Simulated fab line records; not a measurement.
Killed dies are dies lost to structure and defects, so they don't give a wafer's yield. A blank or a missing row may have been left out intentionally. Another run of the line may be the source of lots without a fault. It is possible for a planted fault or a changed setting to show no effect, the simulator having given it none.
What tool caused it?	flow berkeley_cmos170	at 1 step of a route of 331, 6 lots with 18 wafers sampled

## WHAT THE GAUGES SHOWED, per wafer
UCB170_PVT_OVL_MEAS_06.
lot	measured	on	PVT_OVL (nm)
L598	day 6 02:47	overlay-01	-1 -1 -4
L602	day 7 08:22	overlay-01	0 -3 5
L603	day 7 08:55	overlay-02	8 6 4
L606	day 7 16:05	overlay-01	-1 0 -2
L609	day 8 08:05	overlay-02	3 3 2
L616	day 9 08:25	overlay-01	-3 4 -8

## TOOL THAT RAN EACH LOT (tool first, then ch and the chambers of the sampled wafers, then the start)
No process step before these readings appears in the record.

## THE ANSWER, worked out from the rows above alone
Rule: the lots themselves supply what counts as usual. Put in order of their means at a reading, lots are off if they are a third of the lots or fewer, leave a main group of 4 or more, and stand apart from it by a gap of 3 or more times the standard deviation of the main group's means; of several such gaps the widest counts. If all means in a main group match to the digits the tables above print for the reading, that group is not used. A lot without any number at a reading at which 4 lots or more have one is off too. All remaining lots with rows at the step are treated as sound.
None of the lots is off at any reading shown; this tells nothing.

## WHAT THE SIMULATOR HAD INSERTED
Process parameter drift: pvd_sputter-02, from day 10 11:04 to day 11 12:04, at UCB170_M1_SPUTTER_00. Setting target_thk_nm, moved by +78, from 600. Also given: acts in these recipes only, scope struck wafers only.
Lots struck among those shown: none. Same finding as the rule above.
